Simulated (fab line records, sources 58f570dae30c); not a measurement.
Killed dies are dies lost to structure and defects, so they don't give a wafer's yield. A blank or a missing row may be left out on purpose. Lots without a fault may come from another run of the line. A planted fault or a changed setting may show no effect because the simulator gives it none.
fab line records | flow berkeley_cmos170
record lots=5 wafers=15 last_day=11
route steps=331 shown M1@249 V1@254 M2@271
lots that met no fault: from a run of the same line without faults
start_h: hours from the record's first day to the start of the lot's first wafer shown | wait_h: hours since the lot's step before | " the same as in the row above | L1.1+2: a row that stands for several wafers | - no value, or no start given | * or withheld: withheld | < > ~ a bound
route shown NAME@n: a module of which the file shows steps, and the number in the route of the first | usual: mean/standard deviation of fault-free wafers | same: alike in all rows | chamber/n: place in a boat | sites: the reading at each site | _std_site: their standard deviation | _edge_site: outer sites' mean less inner sites' | radius_mm: how far each site lies from the wafer's centre | mask NAME#n: copy n | behind: the tool/chamber that last shaped the wafer | hold: why the lot was held/for how many hours/how that ended | device: the transistor (n, p or np) that didn't switch | end of line: the same wafers' tests at the end of the route | a step without rows: its recipe alone | killed: dies lost to structure and defects at the first sort, not the wafer's yield | map: a wafer's dies, x killed, . not, _ none there
set.NAME: the setting as run; set.NAME@STEP: as run at that earlier step | model.NAME: the simulator's own value behind a step, which no gauge read
lots at some steps of the route; a table a step, a row a wafer
services: from which hour (start_h, from the record's first day; less than 0 if before it) a tool's chamber was out of use, for how many hours, and why
## steps
# step UCB170_M1_ETCH_11
# recipe chemistry=N2/H2 target_depth_a=withheld overetch_a=withheld target=BARC time_s=withheld source_w=500 bias_w=100 pressure_mtorr=30 n2_flow_sccm=100 h2_flow_sccm=200
# usual drypump_motor_current_A=5.8/0.34 oes_product_au=1.001/0.023 throttle_valve_pct=13.34/0.13
# columns lot.wafer tool chamber start_h wait_h drypump_motor_current_A oes_product_au throttle_valve_pct
L074.1 rie_diel-02 0 148.41 0.0 5.6 1.018 13.27
L074.2 " 1 " " 6.4 0.989 13.22
L074.5 " 3 " " 5.2 1.024 13.36
L078.2 rie_diel-04 3 152.22 0.0 5.3 1.012 13.40
L078.3 " 1 " " 5.9 0.985 13.18
L078.4 " 2 " " 5.8 1.030 13.30
L086.1 rie_diel-04 1 194.91 0.0 5.9 0.986 13.19
L086.2 " 3 " " 5.4 1.003 13.39
L086.3 " 2 " " 5.9 1.017 13.31
L089.2 rie_diel-03 3 214.23 0.0 6.0 1.001 13.26
L089.4 " 0 " " 5.7 0.989 13.39
L089.5 " 1 " " 5.5 0.946 13.29
L096.2 rie_diel-03 0 257.88 0.0 5.7 0.995 13.41
L096.4 " 2 " " 5.7 1.012 13.39
L096.5 " 1 " " 5.5 0.960 13.26
# step UCB170_M1_METAL_ETCH_12
# recipe chemistry=Cl2/BCl3 target=Al stop_on=PSG pressure_mtorr=12 target_depth_a=7800 over_etch_frac=0.3 time_s=130 icp_w=600 bias_w=120 Cl2_flow_sccm=90 bcl3_flow_sccm=45
# usual drypump_motor_current_A=5.9/0.59 he_backside_leak_sccm=3.35/0.17 oes_product_au=0.857/0.014 throttle_valve_pct=24.48/0.28
# columns lot.wafer tool chamber start_h wait_h drypump_motor_current_A he_backside_leak_sccm oes_product_au rf_hours_counter_h throttle_valve_pct
L074.1 rie_metal-03 0 148.45 - 4.8 3.15 0.851 14 24.51
L074.2 " 1 " " 6.6 3.40 0.842 6 24.73
L074.5 " 0 " " 4.8 3.16 0.848 - 24.52
L078.2 rie_metal-04 0 152.26 - 5.3 3.02 0.882 6 24.85
L078.3 " 1 " " 6.1 3.57 0.852 - 24.27
L078.4 " 0 " " 5.2 2.99 0.882 - 24.84
L086.1 rie_metal-03 0 194.95 - 4.8 3.37 0.840 15 24.51
L086.2 " 1 " " 6.5 3.02 0.840 8 24.74
L086.3 " 1 " " 6.6 3.29 0.844 - 24.73
L089.2 rie_metal-03 1 214.31 - 6.5 3.35 0.841 - 24.74
L089.4 " 1 " " 6.5 3.31 0.848 - 24.72
L089.5 " 1 " " 6.5 3.47 0.835 - 24.75
L096.2 rie_metal-04 0 257.92 - 5.3 2.99 0.874 9 24.83
L096.4 " 1 " " 6.0 3.62 0.839 - 24.29
L096.5 " 1 " " 6.1 3.39 0.836 - 24.28
# step UCB170_M1_STRIP_13
# recipe chemistry=O2 power_w=400 pressure_mtorr=3500 platen_temp_c=withheld o2_flow_sccm=400 overash_fraction=0.5
# usual drypump_motor_current_A=5.8/0.63 oes_product_au=0.720/0.0045
# columns lot.wafer tool chamber start_h wait_h drypump_motor_current_A oes_product_au rf_hours_counter_h
L074.1 plasma_asher-03 1 148.59 0.1 5.8 0.717 37
L074.2 " 0 " " 5.0 0.715 37
L074.5 " 0 " " 5.0 0.723 -
L078.2 plasma_asher-04 0 152.39 0.1 6.5 0.716 46
L078.3 " 1 " " 6.3 0.715 -
L078.4 " 0 " " 6.5 0.720 -
L086.1 plasma_asher-04 0 195.09 0.1 6.5 0.728 50
L086.2 " 1 " " 6.3 0.710 50
L086.3 " 1 " " 6.3 0.722 -
L089.2 plasma_asher-04 0 214.54 0.2 6.5 0.717 52
L089.4 " 1 " " 6.4 0.725 -
L089.5 " 1 " " 6.3 0.724 -
L096.2 plasma_asher-01 1 258.06 0.1 5.9 0.717 16
L096.4 " 1 " " 5.9 0.721 -
L096.5 " 1 " " 5.9 0.725 -
# step UCB170_M1_CD_MEAS_90
# recipe target_cd_nm=700
# usual cd_nm=700.4/2.9
# columns lot.wafer tool chamber start_h wait_h cd_nm
L074.1 cd_sem-01 - 148.69 0.1 703.0
L074.2 " - " " 702.9
L074.5 " - " " 704.5
L078.2 cd_sem-02 - 152.51 0.1 702.5
L078.3 " - " " 698.0
L078.4 " - " " 702.6
L086.1 cd_sem-01 - 195.35 0.2 703.7
L086.2 " - " " 703.1
L086.3 " - " " 702.5
L089.2 cd_sem-01 - 214.66 0.1 702.4
L089.4 " - " " 702.0
L089.5 " - " " 699.8
L096.2 cd_sem-02 - 258.18 0.1 701.9
L096.4 " - " " 695.4
L096.5 " - " " 696.7
# step UCB170_M1_ANNEAL_14
# recipe temp_c=400 time_s=1200 ambient=forming_gas
# usual zone_power_load_pct=5.8/0.85
# columns lot.wafer tool chamber start_h wait_h zone_power_load_pct
L074.1 - - 149.21 0.5 6.5
L074.2 " - " " 6.4
L074.5 " - " " 6.5
L078.2 - - 156.18 3.6 4.9
L078.3 " - " " 4.9
L078.4 " - " " 4.9
L086.1 - - 197.71 2.3 6.5
L086.2 " - " " 6.5
L086.3 " - " " 6.6
L089.2 - - 220.85 6.2 6.4
L089.4 " - " " 6.5
L089.5 " - " " 6.4
L096.2 - - 261.55 3.4 4.8
L096.4 " - " " 4.8
L096.5 " - " " 4.8
# step UCB170_V1_CVD_00
# recipe material=SiO2 target_thk_nm=2000 temp_c=390 precursor=TEOS/O2 time_s=250 rf_w=550 pressure_mtorr=9000
# usual heater_power_w=257/64
# columns lot.wafer tool chamber start_h wait_h heater_power_w
L074.1 pecvd-01 0 150.55 0.0 233
L074.2 " 1 " " 275
L074.5 " 1 " " 352
L078.2 pecvd-04 1 157.51 0.0 219
L078.3 " 2 " " 314
L078.4 " 2 " " 243
L086.1 pecvd-01 2 199.05 0.0 236
L086.2 " 1 " " 340
L086.3 " 0 " " 201
L089.2 pecvd-04 0 222.18 0.0 322
L089.4 " 2 " " 334
L089.5 " 1 " " 264
L096.2 pecvd-01 0 262.88 0.0 150
L096.4 " 1 " " 258
L096.5 " 0 " " 215
# step UCB170_V1_THK_MEAS_01
# recipe reads=SiO2_of_V1_CVD_00
# usual V1_TEOS_THK=1994/26
# columns lot.wafer tool chamber start_h wait_h V1_TEOS_THK[nm]
L074.1 film_metro-02 - 150.70 0.1 1991
L074.2 " - " " 2010
L074.5 " - " " 2035
L078.2 film_metro-02 - 157.68 0.1 1969
L078.3 " - " " 1977
L078.4 " - " " 2003
L086.1 film_metro-03 - 199.20 0.1 2005
L086.2 " - " " 1983
L086.3 " - " " 1977
L089.2 film_metro-03 - 222.35 0.1 2023
L089.4 " - " " 2035
L089.5 " - " " 2039
L096.2 film_metro-04 - 263.05 0.1 1988
L096.4 " - " " 2017
L096.5 " - " " 2001
# step UCB170_V1_CMP_02
# recipe material=SiO2 down_force_psi=6 platen_rpm=60 pad_velocity_m_s=0.75398
# usual motor_current_A=17.2/2.5
# columns lot.wafer tool chamber start_h wait_h motor_current_A
L074.1 cmp-02 0 151.11 0.4 15.0
L074.2 " 1 " " 15.1
L074.5 " 0 " " 16.5
L078.3 cmp-01 0 157.73 0.0 17.2
L078.4 " 1 " " 15.0
L078.2 " 2 " " 15.2
L086.3 cmp-02 0 199.26 0.0 16.3
L086.1 " 1 " " 15.0
L086.2 " 3 " " 20.2
L089.4 cmp-01 2 222.45 0.1 15.5
L089.2 " 3 " " 21.4
L089.5 " 1 " " 13.8
L096.4 cmp-01 3 263.10 0.0 21.5
L096.2 " 1 " " 14.8
L096.5 " 0 " " 17.4
# step UCB170_V1_BOW_MEAS_03
# recipe mode=bow
# usual V1_BOW=20/6.9
# columns lot.wafer tool chamber start_h wait_h V1_BOW[um]
L074.1 film_metro-04 - 151.36 0.2 17
L074.2 " - " " 11
L074.5 " - " " 33
L078.2 film_metro-03 - 158.05 0.2 14
L078.3 " - " " 20
L078.4 " - " " 27
L086.1 film_metro-02 - 199.56 0.2 27
L086.2 " - " " 14
L086.3 " - " " 5
L089.2 film_metro-04 - 222.72 0.2 29
L089.4 " - " " 24
L089.5 " - " " 21
L096.2 film_metro-03 - 263.42 0.2 25
L096.4 " - " " 12
L096.5 " - " " 16
# step UCB170_V1_THK_MEAS_04
# recipe reads=SiO2_of_V1_CVD_00
# usual V1_POLISHED_THK=1000.7/1.3
# columns lot.wafer tool chamber start_h wait_h V1_POLISHED_THK[nm]
L074.1 film_metro-04 - 151.48 0.1 1003.0
L074.2 " - " " 1000.8
L074.5 " - " " 1000.9
L078.2 film_metro-03 - 158.16 0.1 1000.4
L078.3 " - " " 1003.5
L078.4 " - " " 1002.9
L086.1 film_metro-02 - 199.68 0.1 1000.1
L086.2 " - " " 998.7
L086.3 " - " " 1000.1
L089.2 film_metro-04 - 222.83 0.1 999.8
L089.4 " - " " 999.3
L089.5 " - " " 1001.0
L096.2 film_metro-03 - 263.53 0.1 1001.0
L096.4 " - " " 999.2
L096.5 " - " " 1003.4
# step UCB170_V1_CLEAN_05
# recipe chemistry=DIW
# columns lot.wafer tool chamber start_h wait_h
L074.1+2+5 wet_bench-02 0 151.54 0.1
L078.2+3+4 wet_bench-04 2 158.21 0.0
L086.1+2+3 wet_bench-04 0 201.95 2.3
L089.2+4+5 wet_bench-03 3 222.88 0.0
L096.2+4+5 wet_bench-02 1 263.58 0.0
# step UCB170_V1_HMDS_06
# recipe prime_time_s=60 prime_temp_c=100
# columns lot.wafer tool chamber start_h wait_h
L074.1+2+5 litho_track-01 0 151.77 0.1
L078.2+3+4 litho_track-01 0 158.41 0.0
L086.1+2+3 litho_track-04 0 202.29 0.2
L089.2+4+5 litho_track-03 0 223.09 0.0
L096.2+4+5 litho_track-03 0 263.81 0.0
# step UCB170_V1_COAT_07
# recipe resist=KrF spin_rpm=1500 resist_thk_nm=900
# columns lot.wafer tool chamber start_h wait_h
L074.1+2+5 litho_track-01 0 151.92 0.1
L078.2+3+4 litho_track-01 0 158.56 0.1
L086.1+2+3 litho_track-04 0 202.44 0.1
L089.2+4+5 litho_track-03 0 223.24 0.1
L096.2+4+5 litho_track-03 0 263.96 0.1
# step UCB170_V1_SOFTBAKE_08
# recipe resist=KrF temp_c=130 time_s=60
# usual plate_temp_C=130.00/0.15
# columns lot.wafer tool chamber start_h wait_h plate_temp_C
L074.1 litho_track-01 0 152.07 0.1 130.12
L074.2 " 0 " " 130.06
L074.5 " 0 " " 129.89
L078.2 litho_track-01 0 158.71 0.1 130.07
L078.3 " 0 " " 130.10
L078.4 " 0 " " 130.10
L086.1 litho_track-04 0 202.59 0.1 130.04
L086.2 " 0 " " 130.11
L086.3 " 0 " " 130.01
L089.2 litho_track-03 0 223.39 0.1 129.86
L089.4 " 0 " " 129.95
L089.5 " 0 " " 129.86
L096.2 litho_track-03 0 264.11 0.1 129.90
L096.4 " 0 " " 129.94
L096.5 " 0 " " 129.85
# step UCB170_V1_EXPOSE_09
# recipe mask_id=VIA1 target_cd_nm=700 na=0.5 sigma_outer=0.6 source_shape=conventional dose_mj=37
# same na=0.5
# columns lot.wafer tool chamber start_h wait_h mask
L074.1+2+5 krf_scanner-02 0 152.49 0.4 VIA1#0
L078.2+3+4 krf_scanner-02 0 158.85 0.1 VIA1#0
L086.1+2+3 krf_scanner-01 0 202.81 0.2 VIA1#0
L089.2+4+5 krf_scanner-02 0 223.54 0.1 VIA1#0
L096.2+4+5 krf_scanner-02 0 264.36 0.2 VIA1#0
# step UCB170_V1_PEB_10
# recipe peb_temp_c=130 peb_time_s=withheld resist=KrF
# usual plate_temp_C=130.00/0.13
# columns lot.wafer tool chamber start_h wait_h plate_temp_C
L074.1 litho_track-01 0 152.67 0.2 129.87
L074.2 " 0 " " 129.84
L074.5 " 0 " " 129.71
L078.2 litho_track-01 0 158.97 0.1 129.85
L078.3 " 0 " " 129.89
L078.4 " 0 " " 129.81
L086.1 litho_track-01 0 202.95 0.1 130.03
L086.2 " 0 " " 130.10
L086.3 " 0 " " 130.21
L089.2 litho_track-04 0 223.66 0.1 130.18
L089.4 " 0 " " 130.20
L089.5 " 0 " " 130.11
L096.2 litho_track-01 0 264.48 0.1 129.78
L096.4 " 0 " " 129.98
L096.5 " 0 " " 129.89
# step UCB170_V1_DEVELOP_11
# recipe developer=TMAH develop_time_s=45 resist=KrF dev_temp_c=21
# columns lot.wafer tool chamber start_h wait_h
L074.1+2+5 litho_track-01 0 - -
L078.2+3+4 litho_track-01 0 - -
L086.1+2+3 litho_track-01 0 - -
L089.2+4+5 litho_track-04 0 - -
L096.2+4+5 litho_track-01 0 - -
# step UCB170_V1_CD_MEAS_12
# recipe target_cd_nm=700
# usual cd_nm=699.8/1.6
# columns lot.wafer tool chamber start_h wait_h cd_nm
L074.1 cd_sem-01 - 152.95 - 697.3
L074.2 " - " " 700.0
L074.5 " - " " 698.9
L078.2 cd_sem-01 - 159.24 - 700.7
L078.3 " - " " 700.7
L078.4 " - " " 700.1
L086.1 cd_sem-01 - 203.22 - 699.7
L086.2 " - " " 699.2
L086.3 " - " " 700.0
L089.2 cd_sem-01 - 223.93 - 701.0
L089.4 " - " " 700.9
L089.5 " - " " 700.1
L096.2 cd_sem-01 - 264.75 - 701.9
L096.4 " - " " 701.4
L096.5 " - " " 699.7
# step UCB170_V1_OVL_MEAS_13
# usual V1_OVL=3/5.4
# columns lot.wafer tool chamber start_h wait_h V1_OVL[nm]
L074.1 overlay-02 - 153.07 0.1 6
L074.2 " - " " 7
L074.5 " - " " 15
L078.2 overlay-02 - 159.35 0.1 0
L078.3 " - " " 4
L078.4 " - " " -2
L086.1 overlay-02 - 203.34 0.1 -2
L086.2 " - " " 1
L086.3 " - " " 1
L089.2 overlay-01 - 224.04 0.1 6
L089.4 " - " " 3
L089.5 " - " " 5
L096.2 overlay-02 - 264.85 0.1 1
L096.4 " - " " 3
L096.5 " - " " 6
# step UCB170_V1_ETCH_14
# recipe chemistry=CHF3/CF4/Ar target=SiO2 stop_on=Al CHF3_flow_sccm=45 cf4_flow_sccm=15 Ar_flow_sccm=150 pressure_mtorr=200 rf_w=700 target_depth_a=12500 over_etch_frac=0.25 time_s=291
# usual CHF3_flow_sccm=45.01/0.12 drypump_motor_current_A=5.7/0.42 oes_product_au=0.870/0.016 throttle_valve_pct=6.94/0.051
# columns lot.wafer tool chamber start_h wait_h CHF3_flow_sccm drypump_motor_current_A oes_product_au rf_hours_counter_h throttle_valve_pct
L074.1 rie_diel-03 2 153.10 0.0 45.08 5.7 0.881 114 6.95
L074.2 " 1 " " 44.99 5.5 0.852 137 6.92
L074.5 " 1 " " 45.02 5.5 0.856 - 6.93
L078.2 rie_diel-02 3 159.38 0.0 45.09 5.2 0.873 2 6.97
L078.3 " 0 " " 44.96 5.6 0.872 106 6.90
L078.4 " 1 " " 44.88 6.4 0.878 77 6.93
L086.1 rie_diel-01 3 203.38 0.0 44.96 4.9 0.892 90 6.94
L086.2 " 1 " " 44.91 6.0 0.860 68 6.95
L086.3 " 2 " " 45.06 6.3 0.851 93 7.06
L089.2 rie_diel-03 0 224.07 0.0 44.89 5.6 0.848 18 6.95
L089.4 " 0 " " 44.89 5.7 0.852 - 6.97
L089.5 " 2 " " 45.06 5.8 0.867 - 6.92
L096.2 rie_diel-03 3 264.88 0.0 45.17 6.0 0.878 0 6.83
L096.4 " 2 " " 45.21 5.7 0.878 119 6.94
L096.5 " 3 " " 44.77 6.1 0.875 - 6.83
# step UCB170_V1_STRIP_15
# recipe chemistry=O2 power_w=400 pressure_mtorr=3500 platen_temp_c=withheld o2_flow_sccm=400 overash_fraction=0.5
# usual drypump_motor_current_A=5.9/0.54 oes_product_au=0.722/0.0047 strip_time_to_endpoint_s=15.34/0.13
# columns lot.wafer tool chamber start_h wait_h drypump_motor_current_A oes_product_au rf_hours_counter_h strip_time_to_endpoint_s
L074.1 plasma_asher-03 0 153.28 0.1 4.9 0.719 38 15.52
L074.2 " 1 " " 5.8 0.719 38 15.44
L074.5 " 0 " " 4.9 0.720 - 15.45
L078.2 plasma_asher-02 0 159.56 0.1 5.5 0.724 46 15.15
L078.3 " 0 " " 5.6 0.722 - 15.25
L078.4 " 1 " " 5.3 0.731 - 15.56
L086.1 plasma_asher-02 1 203.56 0.1 5.3 0.707 49 15.25
L086.2 " 0 " " 5.5 0.717 49 15.18
L086.3 " 0 " " 5.5 0.723 - 15.34
L089.2 plasma_asher-02 1 224.24 0.1 5.3 0.721 51 15.16
L089.4 " 0 " " 5.5 0.722 - 15.17
L089.5 " 0 " " 5.5 0.726 - 15.37
L096.2 plasma_asher-04 0 265.06 0.1 6.5 0.720 58 15.37
L096.4 " 0 " " 6.5 0.723 - 15.39
L096.5 " 0 " " 6.5 0.717 - 15.37
# step UCB170_V1_CD_MEAS_90
# recipe target_cd_nm=700
# usual cd_nm=700.0/1.8
# columns lot.wafer tool chamber start_h wait_h cd_nm
L074.1 cd_sem-02 - 153.42 0.1 698.3
L074.2 " - " " 698.5
L074.5 " - " " 698.5
L078.2 cd_sem-02 - 159.68 0.1 700.8
L078.3 " - " " 700.0
L078.4 " - " " 700.9
L086.1 cd_sem-01 - 203.66 0.1 701.1
L086.2 " - " " 699.9
L086.3 " - " " 699.5
L089.2 cd_sem-01 - 224.36 0.1 701.7
L089.4 " - " " 701.5
L089.5 " - " " 700.6
L096.2 cd_sem-02 - 265.18 0.1 702.0
L096.4 " - " " 701.9
L096.5 " - " " 700.4
# step UCB170_M2_PRE_CLEAN_00
# recipe gas=Ar preclean_etch_time_s=60
# columns lot.wafer tool chamber start_h wait_h
L074.1+2+5 pvd_sputter-01 - 153.54 0.1
L078.2+3+4 pvd_sputter-01 - 159.78 0.1
L086.1+2+3 pvd_sputter-01 - 203.78 0.1
L089.2+4+5 pvd_sputter-04 - 224.46 0.1
L096.2+4+5 pvd_sputter-03 - 265.28 0.1
# step UCB170_M2_SPUTTER_01
# recipe material=Al target_thk_nm=900 time_s=120 power_w=6000 chamber_pressure_pa=0.5
# usual throttle_valve_pct=30.0/0.92
# columns lot.wafer tool chamber start_h wait_h throttle_valve_pct
L074.1 pvd_sputter-01 - 153.61 0.0 29.6
L074.2 " - " " 30.1
L074.5 " - " " 30.1
L078.2 pvd_sputter-01 - 159.84 0.0 30.1
L078.3 " - " " 31.2
L078.4 " - " " 29.8
L086.1 pvd_sputter-01 - 203.84 0.0 29.5
L086.2 " - " " 30.7
L086.3 " - " " 29.9
L089.2 pvd_sputter-04 - 224.53 0.0 28.7
L089.4 " - " " 30.2
L089.5 " - " " 29.7
L096.2 pvd_sputter-03 - 265.35 0.0 28.3
L096.4 " - " " 31.0
L096.5 " - " " 30.2
# step UCB170_M2_RS_MEAS_02
# recipe thk_meas_gauge=four-point-probe reads=Al_of_M2_SPUTTER_01
# usual M2_AL_RS=0.0322/0.00033
# columns lot.wafer tool chamber start_h wait_h M2_AL_RS[ohm/sq]
L074.1 film_metro-04 - 153.73 0.1 0.0320
L074.2 " - " " 0.0323
L074.5 " - " " 0.0320
L078.2 film_metro-03 - 159.95 0.1 0.0325
L078.3 " - " " 0.0326
L078.4 " - " " 0.0325
L086.1 film_metro-01 - 203.93 0.0 0.0327
L086.2 " - " " 0.0328
L086.3 " - " " 0.0327
L089.2 film_metro-01 - 224.63 0.1 0.0317
L089.4 " - " " 0.0320
L089.5 " - " " 0.0318
L096.2 film_metro-01 - 265.45 0.1 0.0320
L096.4 " - " " 0.0320
L096.5 " - " " 0.0320
# step UCB170_M2_THK_MEAS_03
# recipe thk_meas_gauge=xrf reads=Al_of_M2_SPUTTER_01
# usual M2_AL_THK=919/11
# columns lot.wafer tool chamber start_h wait_h M2_AL_THK[nm]
L074.1 film_metro-04 - 153.85 0.1 916
L074.2 " - " " 911
L074.5 " - " " 919
L078.2 film_metro-03 - 160.06 0.1 909
L078.3 " - " " 904
L078.4 " - " " 905
L086.1 film_metro-01 - 204.05 0.1 908
L086.2 " - " " 910
L086.3 " - " " 916
L089.2 film_metro-01 - 224.74 0.1 945
L089.4 " - " " 936
L089.5 " - " " 936
L096.2 film_metro-01 - 265.56 0.1 933
L096.4 " - " " 938
L096.5 " - " " 934
# step UCB170_M2_HMDS_04
# recipe prime_time_s=60 prime_temp_c=100
# columns lot.wafer tool chamber start_h wait_h
L074.1+2+5 litho_track-04 0 153.91 0.1
L078.2+3+4 litho_track-01 0 160.50 0.4
L086.1+2+3 litho_track-02 0 204.11 0.1
L089.2+4+5 litho_track-04 0 224.82 0.1
L096.2+4+5 litho_track-01 0 265.79 0.2
# step UCB170_M2_COAT_05
# recipe resist=KrF spin_rpm=1500 resist_thk_nm=900
# columns lot.wafer tool chamber start_h wait_h
L074.1+2+5 litho_track-04 0 154.06 0.1
L078.2+3+4 litho_track-01 0 160.65 0.1
L086.1+2+3 litho_track-02 0 204.26 0.1
L089.2+4+5 litho_track-04 0 224.97 0.1
L096.2+4+5 litho_track-01 0 265.94 0.1
# step UCB170_M2_SOFTBAKE_06
# recipe resist=KrF temp_c=130 time_s=60
# usual plate_temp_C=130.05/0.15
# columns lot.wafer tool chamber start_h wait_h plate_temp_C
L074.1 litho_track-04 0 154.21 0.1 130.09
L074.2 " 0 " " 130.04
L074.5 " 0 " " 130.18
L078.2 litho_track-01 0 160.80 0.1 129.81
L078.3 " 0 " " 129.92
L078.4 " 0 " " 130.08
L086.1 litho_track-02 0 204.41 0.1 129.87
L086.2 " 0 " " 129.99
L086.3 " 0 " " 130.09
L089.2 litho_track-04 0 225.12 0.1 130.24
L089.4 " 0 " " 130.25
L089.5 " 0 " " 130.05
L096.2 litho_track-01 0 266.09 0.1 130.06
L096.4 " 0 " " 129.89
L096.5 " 0 " " 130.17
# step UCB170_M2_STRIP_07
# recipe chemistry=O2 power_w=400 pressure_mtorr=3500 platen_temp_c=withheld o2_flow_sccm=400 overash_fraction=0.5
# usual drypump_motor_current_A=5.4/0.37 oes_product_au=0.735/0.0043 strip_time_to_endpoint_s=22.00/0.061
# columns lot.wafer tool chamber start_h wait_h drypump_motor_current_A oes_product_au rf_hours_counter_h strip_time_to_endpoint_s
L074.1 plasma_asher-02 1 154.36 0.1 5.3 0.736 46 21.95
L074.2 " 0 " " 5.6 0.741 46 22.03
L074.5 " 1 " " 5.3 0.728 - 22.00
L078.2 plasma_asher-01 1 160.93 0.1 5.9 0.739 5 21.97
L078.3 " 1 " " 5.9 0.734 - 22.05
L078.4 " 0 " " 4.9 0.734 - 22.08
L086.1 plasma_asher-02 1 204.56 0.1 5.3 0.735 49 21.96
L086.2 " 0 " " 5.5 0.747 49 21.87
L086.3 " 1 " " 5.3 0.738 - 21.90
L089.2 plasma_asher-02 0 225.24 0.1 5.5 0.733 51 22.05
L089.4 " 1 " " 5.3 0.726 - 21.97
L089.5 " 1 " " 5.3 0.740 - 22.11
L096.2 plasma_asher-03 0 266.21 0.1 5.0 0.728 50 21.92
L096.4 " 0 " " 5.0 0.731 - 21.93
L096.5 " 0 " " 5.0 0.735 - 21.91
# step UCB170_M2_STRIP_08
# recipe chemistry=DMSO temp_c=80 time_s=600 material=KrF
# columns lot.wafer tool chamber start_h wait_h
L074.1+2+5 wet_bench-01 3 154.46 0.1
L078.2+3+4 wet_bench-01 1 161.13 0.2
L086.1+2+3 wet_bench-01 3 205.37 0.8
L089.2+4+5 wet_bench-03 1 228.01 2.7
L096.2+4+5 wet_bench-01 2 266.48 0.2
# step UCB170_M2_COAT_09
# recipe resist=BARC temp_c=withheld time_s=withheld spin_rpm=3000 resist_thk_nm=withheld
# columns lot.wafer tool chamber start_h wait_h
L074.1+2+5 litho_track-02 0 154.93 0.3
L078.2+3+4 litho_track-01 0 161.85 0.5
L086.1+2+3 litho_track-04 0 205.80 0.2
L089.2+4+5 litho_track-01 0 228.21 0.0
L096.2+4+5 litho_track-04 0 266.70 0.0
# step UCB170_M2_COAT_10
# recipe resist=KrF spin_rpm=1500 resist_thk_nm=900
# columns lot.wafer tool chamber start_h wait_h
L074.1+2+5 litho_track-02 0 - -
L078.2+3+4 litho_track-01 0 - -
L086.1+2+3 litho_track-04 0 - -
L089.2+4+5 litho_track-01 0 - -
L096.2+4+5 litho_track-04 0 - -
# step UCB170_M2_SOFTBAKE_11
# recipe resist=KrF temp_c=130 time_s=60
# usual plate_temp_C=129.99/0.14
# columns lot.wafer tool chamber start_h wait_h plate_temp_C
L074.1 litho_track-02 0 - - 130.00
L074.2 " 0 " " 129.82
L074.5 " 0 " " 129.96
L078.2 litho_track-01 0 - - 129.88
L078.3 " 0 " " 129.95
L078.4 " 0 " " 130.08
L086.1 litho_track-04 0 - - 129.99
L086.2 " 0 " " 130.02
L086.3 " 0 " " 130.01
L089.2 litho_track-01 0 - - 129.82
L089.4 " 0 " " 129.89
L089.5 " 0 " " 129.86
L096.2 litho_track-04 0 - - 130.10
L096.4 " 0 " " 130.04
L096.5 " 0 " " 130.02
# step UCB170_M2_EXPOSE_12
# recipe mask_id=METAL2 target_cd_nm=700 na=0.5 sigma_outer=0.6 source_shape=conventional dose_mj=26
# same na=0.5
# columns lot.wafer tool chamber start_h wait_h mask
L074.1+2+5 krf_scanner-02 0 155.50 - METAL2#0
L078.2+3+4 krf_scanner-02 0 162.42 - METAL2#0
L086.1+2+3 krf_scanner-02 0 206.62 - METAL2#0
L089.2+4+5 krf_scanner-02 0 228.78 - METAL2#0
L096.2+4+5 krf_scanner-02 0 267.14 - METAL2#0
# step UCB170_M2_PEB_13
# recipe peb_temp_c=130 peb_time_s=withheld resist=KrF
# usual plate_temp_C=129.99/0.14
# columns lot.wafer tool chamber start_h wait_h plate_temp_C
L074.1 litho_track-04 0 155.62 0.1 130.11
L074.2 " 0 " " 130.08
L074.5 " 0 " " 130.13
L078.2 litho_track-04 0 162.68 0.2 129.96
L078.3 " 0 " " 130.14
L078.4 " 0 " " 129.93
L086.1 litho_track-04 0 206.80 0.2 129.81
L086.2 " 0 " " 129.98
L086.3 " 0 " " 130.06
L089.2 litho_track-01 0 228.94 0.1 129.94
L089.4 " 0 " " 130.08
L089.5 " 0 " " 130.10
L096.2 litho_track-02 0 267.26 0.1 130.02
L096.4 " 0 " " 130.23
L096.5 " 0 " " 129.94
# step UCB170_M2_DEVELOP_14
# recipe developer=TMAH develop_time_s=45 resist=KrF dev_temp_c=21
# columns lot.wafer tool chamber start_h wait_h
L074.1+2+5 litho_track-04 0 - -
L078.2+3+4 litho_track-04 0 - -
L086.1+2+3 litho_track-04 0 - -
L089.2+4+5 litho_track-01 0 - -
L096.2+4+5 litho_track-02 0 - -
# step UCB170_M2_CD_MEAS_15
# recipe target_cd_nm=700
# usual cd_nm=699.9/1.5
# columns lot.wafer tool chamber start_h wait_h cd_nm
L074.1 cd_sem-02 - 155.89 - 699.6
L074.2 " - " " 698.7
L074.5 " - " " 700.6
L078.2 cd_sem-01 - 162.95 - 700.2
L078.3 " - " " 699.1
L078.4 " - " " 700.2
L086.1 cd_sem-02 - 207.07 - 697.8
L086.2 " - " " 696.5
L086.3 " - " " 699.1
L089.2 cd_sem-02 - 229.27 - 701.8
L089.4 " - " " 700.6
L089.5 " - " " 700.7
L096.2 cd_sem-02 - 267.53 - 700.0
L096.4 " - " " 699.7
L096.5 " - " " 699.5
# step UCB170_M2_OVL_MEAS_16
# usual M2_OVL=5/5.1
# columns lot.wafer tool chamber start_h wait_h M2_OVL[nm]
L074.1 overlay-01 - 156.01 0.1 -4
L074.2 " - " " 3
L074.5 " - " " -3
L078.2 overlay-01 - 163.05 0.1 4
L078.3 " - " " 5
L078.4 " - " " 4
L086.1 overlay-02 - 207.19 0.1 -3
L086.2 " - " " 1
L086.3 " - " " 11
L089.2 overlay-01 - 229.37 0.1 13
L089.4 " - " " 4
L089.5 " - " " 6
L096.2 overlay-02 - 267.64 0.1 5
L096.4 " - " " 2
L096.5 " - " " 3
## services
# columns tool chamber start_h hours kind
cmp-02 - 125.79 4.7 pm
cmp-02 - 136.61 2.2 repair
furnace-01 - 138.50 4.9 pm
pvd_sputter-01 - 140.64 0.5 repair
cmp-02 - 142.24 0.6 repair
plasma_asher-04 - 148.95 2.8 repair
plasma_asher-02 - 160.96 13.1 repair
cmp-01 - 166.15 3.5 repair
rie_diel-03 2 171.13 3.5 repair
krf_scanner-02 - 173.43 4.2 repair
cmp-02 - 174.77 5.9 pm
rie_diel-03 3 179.34 10.1 repair
pecvd-01 - 188.41 6.0 pm
rie_diel-02 0 191.67 2.8 repair
furnace-02 - 193.13 3.2 pm
rie_diel-04 3 196.93 8.5 repair
pvd_sputter-04 - 201.34 3.2 repair
pecvd-04 - 202.89 1.9 repair
pvd_sputter-03 - 206.04 6.5 repair
plasma_asher-02 - 225.46 2.8 pm
krf_scanner-02 - 230.70 1.0 pm
plasma_asher-02 - 234.42 0.4 repair
furnace-02 - 240.38 2.6 repair
rie_metal-03 - 244.35 1.4 pm
## key
fault none
